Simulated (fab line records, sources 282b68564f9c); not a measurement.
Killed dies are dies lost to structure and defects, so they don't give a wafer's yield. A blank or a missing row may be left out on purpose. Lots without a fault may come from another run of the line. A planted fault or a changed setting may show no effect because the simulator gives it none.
Split-lot experiment | flow rit_cmos | 5 lots, 23 wafers read, on a route of 202 steps

THE SPLIT
At RIT_SILICIDE_SPUTTER_01 (material Ti, target thk 30 nm, time 240 s), the setting time_s was moved away from the recipe's 240 s on 11 of the 23 wafers read, by -6.1% to +6.8%. The other wafers ran this setting at the recipe's value.

FROM THE SPLIT TO THE READING: what the file shows between them, 1 step
- RIT_SILICIDE_RS_MEAS_02: measures by four-point-probe

THE READING
SILICIDE_TI_THK, in nm, at RIT_SILICIDE_THK_MEAS_03 (measures by xrf). Fault-free wafers of this fab line usually give 30.2 nm, standard deviation 0.34 nm.

wafer  | tool, chamber at the split | time_s as run, s | against the recipe | SILICIDE_TI_THK, nm | against lot-mates on the recipe
L078.1 | pvd_sputter-03, -          | 240              | recipe             | 30.2                | -
L078.2 | pvd_sputter-03, -          | 240              | recipe             | 30.2                | -
L078.5 | pvd_sputter-03, -          | 240              | recipe             | 30.2                | -
L079.1 | pvd_sputter-02, -          | 240              | recipe             | 30.1                | -
L079.2 | pvd_sputter-02, -          | 225.7            | -6.0%              | 28.5                | -1.4
L079.3 | pvd_sputter-02, -          | 240              | recipe             | 29.8                | -
L079.5 | pvd_sputter-02, -          | 225.7            | -6.0%              | 28.5                | -1.4
L079.6 | pvd_sputter-02, -          | 240              | recipe             | 29.9                | -
L080.1 | pvd_sputter-03, -          | 256.4            | +6.8%              | 32.2                | +2.4
L080.2 | pvd_sputter-03, -          | 240              | recipe             | 29.8                | -
L080.3 | pvd_sputter-03, -          | 256.4            | +6.8%              | 32.3                | +2.5
L080.4 | pvd_sputter-03, -          | 240              | recipe             | 29.8                | -
L080.5 | pvd_sputter-03, -          | 256.4            | +6.8%              | 32.1                | +2.3
L084.1 | pvd_sputter-03, -          | 252.1            | +5.0%              | 32.0                | +1.9
L084.2 | pvd_sputter-03, -          | 240              | recipe             | 29.8                | -
L084.3 | pvd_sputter-03, -          | 240              | recipe             | 30.4                | -
L084.5 | pvd_sputter-03, -          | 252.1            | +5.0%              | 31.5                | +1.4
L084.6 | pvd_sputter-03, -          | 252.1            | +5.0%              | 32.1                | +2.0
L085.2 | pvd_sputter-02, -          | 240              | recipe             | 30.5                | -
L085.3 | pvd_sputter-02, -          | 225.3            | -6.1%              | 28.5                | -2.1
L085.4 | pvd_sputter-02, -          | 225.3            | -6.1%              | 28.8                | -1.8
L085.5 | pvd_sputter-02, -          | 225.3            | -6.1%              | 28.8                | -1.8
L085.6 | pvd_sputter-02, -          | 240              | recipe             | 30.6                | -

THE FIT
A straight line over all 23 wafers: SILICIDE_TI_THK changes by +0.285 nm for each +1% of time_s; r = +0.98; the points scatter about the line by 0.28 nm.
The same after taking each lot's own level away (the mean of its wafers on the recipe; 23 wafers): +0.316 nm for each +1%; r = +0.99; scatter 0.21 nm.
On that fit, the largest move of time_s shifts the reading by 2.2 nm.
The lots' own levels span 29.80 to 30.55 nm, that is 2.2 times the standard deviation above.
So the lot-to-lot level changes the slope little: the two slopes agree.
Check: with one of the wafers moved furthest among these (+6.8%) left out of the fit, the line predicts +2.24 nm for it against its lot-mates. It came out at +2.4 nm against them.

OTHER SPLITS ON THESE WAFERS
These wafers also went through other splits before the reading. Each is held against what the fit with the lots' levels taken away leaves over:
other split on the same wafers  | wafers away from the commonest value | r with SILICIDE_TI_THK (lot level and that fit taken away)
RIT_GATE_EXPOSE_13 dose_mj      | 5                                    | -0.07
RIT_NLDD_SOFTBAKE_02 temp_c     | 11                                   | -0.16
RIT_NLDD_IMPLANT_08 energy_kev  | 12                                   | -0.27
RIT_PLDD_SOFTBAKE_02 temp_c     | 8                                    | -0.30
RIT_SPACER_CVD_03 nh3_flow_sccm | 10                                   | +0.24
RIT_NSD_IMPLANT_08 energy_kev   | 7                                    | -0.08
RIT_PSD_IMPLANT_08 dose_cm2     | 7                                    | -0.25

THE WHOLE CHAIN: every reading that the file lists as answering this split, in the file's order
step                     | what it does                              | reading                                                                           | change (the file's fit)               | r (the file's)
RIT_SILICIDE_SPUTTER_01  | material Ti, target thk 30 nm, time 240 s | Ti_of_SILICIDE_SPUTTER_01.thk_nm (the simulator's own value, which no gauge read) | +0.312 nm for each +1% of the setting | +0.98
RIT_SILICIDE_RS_MEAS_02  | measures by four-point-probe              | SILICIDE_TI_RS                                                                    | -0.636 for each +1% of the setting    | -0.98
RIT_SILICIDE_THK_MEAS_03 | measures by xrf                           | SILICIDE_TI_THK                                                                   | +0.31 for each +1% of the setting     | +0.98

THE FILE'S OWN FIT
SILICIDE_TI_THK changes by +0.31 nm for each +1% of time_s, r = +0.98.
